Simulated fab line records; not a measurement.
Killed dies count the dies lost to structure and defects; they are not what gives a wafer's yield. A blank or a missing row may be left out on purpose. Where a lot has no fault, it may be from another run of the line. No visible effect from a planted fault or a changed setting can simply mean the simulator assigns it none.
Struck lot and sound lot, side by side | flow rit cmos | 15 steps out of a route of 202
Sound: the wafers L983.1, L983.3, L983.5. Wafers L984.1, L984.4, L984.6 were the ones struck. The cause is named last.
Per side, at each step with rows, come the tool, then ch with its chambers, and then its first start. Under that, the readings that differ: sound wafers | struck wafers | difference of the means | sigmas: that difference in standard deviations of wafers without a fault.
alike: readings whose means differ by less than 2 such deviations, and words and numbers that are the same on both sides. not compared: withheld readings, readings that some wafer has no value for, bounds like >300 that may hide the same value, and numbers for which the record gives no deviation and whose values overlap.
Wherever a step has rows on one side only, a row that says differs or no value, or a row with sigmas, the two part there. Numbers that have no deviation but don't overlap get no sigmas and don't part them. Lack of a reading on every wafer of one side parts them only where that side has two or more wafers.

RIT_ACTIVE_ETCH_13: etches Si3N4 in SF6, stops on SiO2, time 210 s, target depth 210 nm.
  sound on rie diel-01 ch 0,1,3, day 2 10:57; struck on rie diel-01 ch 0,2,3, day 2 16:59
  alike: drypump motor current A, oes product au, run length s, throttle valve pct
  not compared: rf hours counter h
RIT_ACTIVE_STRIP_14: strips in O2, time 180 s.
  sound on plasma asher-03 ch 0,1, day 2 11:05; struck on plasma asher-03 ch 0,1, day 2 17:07
  alike: drypump motor current A, rf refl power W
  not compared: rf hours counter h
RIT_ACTIVE_CD_MEAS_90: the cd target is 1400 nm.
  sound on cd sem-01, day 2 11:16; struck on cd sem-01, day 2 17:18
  alike: cd nm
then, 4 steps without rows for these wafers: RIT_ACTIVE_CLEAN_15 (cleans in SC1, time 600 s); RIT_ACTIVE_CLEAN_16 (cleans in dHF, time 30 s); RIT_ACTIVE_CLEAN_17 (cleans in SC2, time 600 s); RIT_FOX1_OXIDATION_00 (target thk 350.7 nm, ox time 1130 s).
RIT_FOX1_THK_MEAS_01:
  sound on film metro-01, day 2 14:27; struck on film metro-03, day 2 19:22
  alike: FOX1_OXIDE_THK
then, 2 steps without rows for these wafers: RIT_FOX1_WET_ETCH_02 (etches SiO2 in BOE, target depth 350 nm, time 390 s); RIT_FOX2_OXIDATION_00 (target thk 350.7 nm, ox time 1130 s).
RIT_FOX2_THK_MEAS_01:
  sound on film metro-01, day 2 16:19; struck on film metro-02, day 2 20:52
  reading             | sound       | struck      | difference | sigmas
  FOX2_OXIDE_THK (nm) | 337 334 338 | 365 364 358 | +26        | +3
then, 1 step without rows for these wafers: RIT_FOX2_CLEAN_02 (cleans in dHF, time 180 s).
RIT_FOX2_WET_ETCH_03: etches Si3N4 in H3PO4, target depth 195 nm, time 2700 s.
  sound on wet bench-02 ch 0, day 2 16:26; struck on wet bench-02 ch 3, day 2 20:59
  reading                                       | sound             | struck            | difference | sigmas
  run length s (s)                              | 2723 2723 2723    | 4486 4486 4486    | +1763      | +99 or more
  model.SiO2_of_ACTIVE_OXIDATION_01.thk nm (nm) | 42.84 41.48 41.99 | 38.31 37.94 38.45 | -3.87      |
  alike: bath heat duty pct
RIT_FOX2_THK_MEAS_90:
  sound on film metro-01, day 2 17:12; struck on film metro-04, day 2 21:48
  reading                     | sound       | struck      | difference | sigmas
  FIELD_OXIDE_LEFT_1_THK (nm) | 310 307 311 | 330 330 324 | +19        | +2
RIT_M1_PROBE_99:
  sound on prober-01, day 4 07:52; struck on prober-02, day 4 14:23
  reading            | sound | struck | difference | sigmas
  killed_at_M0_to_M3 | 0 0 1 | 0 0 0  | +0         | -4
  alike: killed at contacts, killed at front end, killed dies, killed open, killed short
  not compared: model.etest.pldd.width nm, model.etest.nldd.width nm

## WHERE THEY PART
Earliest at RIT_FOX2_THK_MEAS_01; latest, in this record, at RIT_M1_PROBE_99.

WHY: the cause the simulator had injected
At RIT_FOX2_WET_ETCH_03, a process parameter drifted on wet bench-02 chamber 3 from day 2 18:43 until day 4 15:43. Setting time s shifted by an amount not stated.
